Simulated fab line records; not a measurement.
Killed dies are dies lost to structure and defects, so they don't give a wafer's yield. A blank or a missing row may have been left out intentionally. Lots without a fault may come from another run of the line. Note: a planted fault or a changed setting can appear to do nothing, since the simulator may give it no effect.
One fault through the eyes of 2 desks / flow ritCmos / only its own numbers are on each desk; what lay behind them is given at the end

FROM THE METROLOGY DESK
Means of the sampled wafers that have a number, per lot and without regard to the tool the lot ran on: this is what the gauges read. Marked OUT: a lot whose mean sits more than 4 standard deviations from the usual mean, which makes it out of limits; the brackets give that distance.
Columns: A = CONTACT_TEOS_THK at RIT_CONTACT_THK_MEAS_01, usual 400 nm
lot=L417; first seen here=day 3 17:31; A=404
lot=L418; first seen here=day 3 20:14; A=404
lot=L419; first seen here=day 3 20:42; A=399
lot=L420; first seen here=day 4 01:20; A=402
lot=L423; first seen here=day 4 13:07; A=405
lot=L424; first seen here=day 5 00:18; A=405
lot=L426; first seen here=day 5 02:41; A=399
lot=L427; first seen here=day 5 13:04; A=396
lot=L428; first seen here=day 5 19:41; A=396
lot=L429; first seen here=day 5 21:56; A=403
lot=L430; first seen here=day 6 02:27; A=403
lot=L435; first seen here=day 7 05:55; A=409
lot=L438; first seen here=day 7 17:28; A=410
lot=L440; first seen here=day 8 03:47; A=401
Finding of this desk: none of the 14 lots has anything out of limits.

AT THE TOOL OWNER'S DESK: pecvd-02
The tool's own readings at RIT_CONTACT_CVD_00 (deposits SiO2 from TEOS, target thk 400 nm, time 61 s): means of the sampled wafers that have a number, for each lot that ran on this tool. Marked OUT: a lot whose mean sits more than 4 standard deviations from the usual mean, which makes it out of limits; the brackets give that distance.
Columns: A = heaterPowerW at RIT_CONTACT_CVD_00, usual 313 W; B = rfFwdPowerW at RIT_CONTACT_CVD_00, usual 397.3 W
lot=L417; first seen here=day 3 17:27; A=298; B=397.2
lot=L420; first seen here=day 4 01:17; A=314; B=398.1
lot=L423; first seen here=day 4 13:02; A=292; B=396.1
lot=L429; first seen here=day 5 21:53; A=297; B=398.2
lot=L435; first seen here=day 7 05:51; A=298; B=430.5 (+24) OUT
lot=L438; first seen here=day 7 17:24; A=305; B=413.6 (+12) OUT
This desk's verdict: out of limits on L435, L438, starting with L435 at day 7 05:51 (rfFwdPowerW at RIT_CONTACT_CVD_00). L417, L420, L423, L429: within limits.

PUT TOGETHER
An alarm could have come from the tool owner's desk at day 7 05:51, on L435, L438.
Metrology desk: nothing out of limits seen.
The metrology desk holds a record of L435, L438, inside its limits.
RIT_CONTACT_CVD_00 was run on pecvd-02 by each of the lots named.

WHAT THE SIMULATOR HAD INSERTED
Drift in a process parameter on pecvd-02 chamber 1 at RIT_CONTACT_CVD_00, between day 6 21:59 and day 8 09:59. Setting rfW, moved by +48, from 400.
Lots struck among those shown: L435, L438.
Hours from the fault's start to each desk's first reading out of limits: the tool owner's desk, 8.
